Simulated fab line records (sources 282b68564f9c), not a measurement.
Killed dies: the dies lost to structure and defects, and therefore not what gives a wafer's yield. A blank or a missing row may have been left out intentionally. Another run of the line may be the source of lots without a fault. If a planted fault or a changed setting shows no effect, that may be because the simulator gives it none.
What tool caused it? | flow rit-cmos | 15 lots, 45 wafers sampled, at 4 steps of a route of 202

## WHAT THE GAUGES SHOWED, per wafer
RIT_FOX2_THK_MEAS_91.
lot  | measured    | on            | FIELD_OXIDE_LEFT_2_THK (nm)
L786 | day 2 08:04 | film-metro-03 | 248 242 242
L788 | day 2 17:32 | film-metro-01 | 264 259 268
L790 | day 3 05:13 | film-metro-03 | 261 258 253
L791 | day 3 09:07 | film-metro-01 | 270 263 264
L794 | day 4 01:16 | film-metro-03 | 257 258 260
L795 | day 4 04:52 | film-metro-01 | 258 262 259
L796 | day 4 11:08 | film-metro-01 | 257 255 251
L798 | day 4 20:34 | film-metro-03 | 245 244 246
L799 | day 5 00:50 | film-metro-03 | 275 270 268
L800 | day 5 05:43 | film-metro-01 | 253 255 252
L802 | day 5 16:35 | film-metro-04 | 259 253 258
L803 | day 5 21:23 | film-metro-01 | 253 256 252
L804 | day 6 02:40 | film-metro-01 | 261 260 260
L805 | day 6 08:49 | film-metro-01 | 258 262 254
L806 | day 6 16:58 | film-metro-01 | 255 249 254

RIT_GATE_CD_MEAS_90 targets a cd of 150 nm.
lot  | measured    | on        | cd-nm (nm)
L786 | day 2 12:38 | cd-sem-02 | 151.6 151.2 151.3
L788 | day 3 00:01 | cd-sem-02 | 153.3 151.5 152.3
L790 | day 3 11:00 | cd-sem-01 | 151.9 148.8 150.5
L791 | day 3 14:29 | cd-sem-01 | 150.9 149.9 148.3
L794 | day 4 05:49 | cd-sem-02 | 151.7 151.8 151.2
L795 | day 4 09:41 | cd-sem-02 | 155.1 153.4 157.2
L796 | day 4 15:57 | cd-sem-02 | 155.8 155.2 155.5
L798 | day 5 01:16 | cd-sem-02 | 150.9 152.1 151.1
L799 | day 5 06:08 | cd-sem-02 | 154.3 154.8 152.5
L800 | day 5 13:00 | cd-sem-01 | 150.4 151.7 150.0
L802 | day 5 22:32 | cd-sem-02 | 154.2 150.4 149.2
L803 | day 6 03:46 | cd-sem-01 | 150.3 150.3 150.3
L804 | day 6 09:31 | cd-sem-02 | - - -
L805 | day 6 13:22 | cd-sem-01 | - - -
L806 | day 7 00:01 | cd-sem-02 | - - -

## TOOL THAT RAN EACH LOT (tool first, then ch and the chambers of the sampled wafers, then the start)
lot  | RIT_ACTIVE_STRIP_14                 | RIT_GATE_ETCH_19
L786 | plasma-asher-03 ch 0,1, day 1 15:14 | rie-si-01 ch 2,3, day 2 12:20
L788 | plasma-asher-03 ch 0,1, day 2 00:50 | rie-si-01 ch 0,1,3, day 2 23:44
L790 | plasma-asher-03 ch 0,1, day 2 11:16 | rie-si-01 ch 0,3, day 3 10:43
L791 | plasma-asher-03 ch 0,1, day 2 15:54 | rie-si-02 ch 0,1,3, day 3 14:10
L794 | plasma-asher-02 ch 0,1, day 3 06:59 | rie-si-01 ch 0,2, day 4 05:32
L795 | plasma-asher-02 ch 0,1, day 3 11:58 | rie-si-02 ch 1,2,3, day 4 09:24
L796 | plasma-asher-04 ch 0,1, day 3 17:49 | rie-si-01 ch 1,2,3, day 4 15:40
L798 | plasma-asher-04 ch 0,1, day 4 03:15 | rie-si-01 ch 0,1,3, day 5 00:59
L799 | plasma-asher-04 ch 0,1, day 4 07:54 | rie-si-02 ch 1,2,3, day 5 05:49
L800 | plasma-asher-02 ch 0,1, day 4 13:01 | rie-si-01 ch 2,3, day 5 12:41
L802 | plasma-asher-02 ch 0,1, day 4 22:58 | rie-si-01 ch 0,1,3, day 5 22:15
L803 | plasma-asher-02 ch 0,1, day 5 04:00 | rie-si-02 ch 1,2, day 6 03:28
L804 | plasma-asher-03 ch 0,1, day 5 08:58 | rie-si-01 ch 0,3, day 6 09:13
L805 | plasma-asher-03 ch 0, day 5 14:29   | rie-si-02 ch 0,2,3, day 6 13:05
L806 | plasma-asher-04 ch 0,1, day 5 18:58 | rie-si-01 ch 1,2,3, day 6 23:43
- RIT_ACTIVE_STRIP_14: strips in O2, time 180 s.
- RIT_GATE_ETCH_19: etches poly-Si in SF6/CHF3/O2, stops on SiO2, time 165 s, target depth 312.5 nm.

## AS READ BY THE TOOLS THEMSELVES (means over the sampled wafers that have a number; for cases with no such wafer, the mark the record gives instead)
RIT_ACTIVE_STRIP_14.
lot  | tool            | drypump-motor-current-A (A) | o2-flow-sccm (sccm)
L786 | plasma-asher-03 | 6.1                         | 4008
L788 | plasma-asher-03 | 6.1                         | 4000
L790 | plasma-asher-03 | 6.1                         | 4006
L791 | plasma-asher-03 | 6.0                         | 3994
L794 | plasma-asher-02 | 5.9                         | 4005
L795 | plasma-asher-02 | 5.9                         | 3993
L796 | plasma-asher-04 | 5.6                         | 3990
L798 | plasma-asher-04 | 5.6                         | 4007
L799 | plasma-asher-04 | 5.9                         | 3995
L800 | plasma-asher-02 | 5.9                         | 4009
L802 | plasma-asher-02 | 5.6                         | 4002
L803 | plasma-asher-02 | 5.9                         | 4003
L804 | plasma-asher-03 | 6.1                         | 4001
L805 | plasma-asher-03 | 6.2                         | 3984
L806 | plasma-asher-04 | 5.6                         | 3997

RIT_GATE_ETCH_19.
lot  | tool      | CHF3_flow_sccm (sccm) | O2_flow_sccm (sccm) | SF6_flow_sccm (sccm) | drypump-motor-current-A (A) | oes-product-au (a.u.) | rf-fwd-power-W (W) | throttle-valve-pct (%)
L786 | rie-si-01 | 30.02                 | 4.995               | 29.98                | 5.7                         | 0.847                 | 159.6              | 10.37
L788 | rie-si-01 | 29.98                 | 4.994               | 30.02                | 5.5                         | 0.854                 | 159.6              | 10.18
L790 | rie-si-01 | 29.91                 | 5.009               | 30.06                | 5.5                         | 0.855                 | 159.4              | 10.21
L791 | rie-si-02 | 30.01                 | 4.996               | 30.06                | 5.7                         | 0.838                 | 159.6              | 10.22
L794 | rie-si-01 | 29.95                 | 4.991               | 30.02                | 5.6                         | 0.856                 | 159.7              | 10.41
L795 | rie-si-02 | 30.02                 | 5.003               | 30.06                | 5.3                         | 0.830                 | 159.8              | 10.16
L796 | rie-si-01 | 29.94                 | 4.992               | 30.05                | 5.6                         | 0.840                 | 159.4              | 10.24
L798 | rie-si-01 | 30.04                 | 4.999               | 29.93                | 5.5                         | 0.845                 | 160.1              | 10.18
L799 | rie-si-02 | 30.01                 | 4.994               | 30.03                | 5.3                         | 0.839                 | 159.5              | 10.17
L800 | rie-si-01 | 29.98                 | 4.996               | 30.19                | 5.7                         | 0.852                 | 159.6              | 10.38
L802 | rie-si-01 | 30.03                 | 5.003               | 29.91                | 5.5                         | 0.854                 | 158.9              | 10.19
L803 | rie-si-02 | 30.03                 | 4.989               | 29.96                | 5.2                         | 0.837                 | 159.2              | 10.12
L804 | rie-si-01 | -                     | -                   | -                    | -                           | -                     | -                  | -
L805 | rie-si-02 | -                     | -                   | -                    | -                           | -                     | -                  | -
L806 | rie-si-01 | -                     | -                   | -                    | -                           | -                     | -                  | -

## THE ANSWER, worked out from the rows above alone
Rule: usual is defined by the lots themselves. The widest of any qualifying gaps counts: lots, ordered by their means at a reading, are off when they make up no more than a third of the lots, leave a main group of 4 or more, and stand apart from it by 3 or more times the standard deviation of that group's means. If all means in a main group match to the digits the tables above print for the reading, that group is not used. Also off: a lot with no number at a reading for which 4 or more lots have one. Any other lot the step has rows for is counted as sound. The gauges are gone through in route order, then the tools' own readings, and for those a lot's mean is taken as printed above. At the first step where some lot is off, the reading lying furthest off is the one used; lots without a number count as furthest.
Off, at RIT_GATE_CD_MEAS_90 on cd-nm: L804, L805, L806. Without a number there: L804, L805, L806. For the main group the mean is 152.0 nm and the standard deviation 1.8.
If a tool, at a process step before that reading, ran all the lots that are off and no sound lot after the first of them, it fits. Not tried: the gauges at RIT_GATE_CD_MEAS_90; whatever is off there is also off at RIT_GATE_ETCH_19, on other tools, and gauge error can't account for it. None of those tried fits.

## WHAT THE SIMULATOR HAD PUT IN
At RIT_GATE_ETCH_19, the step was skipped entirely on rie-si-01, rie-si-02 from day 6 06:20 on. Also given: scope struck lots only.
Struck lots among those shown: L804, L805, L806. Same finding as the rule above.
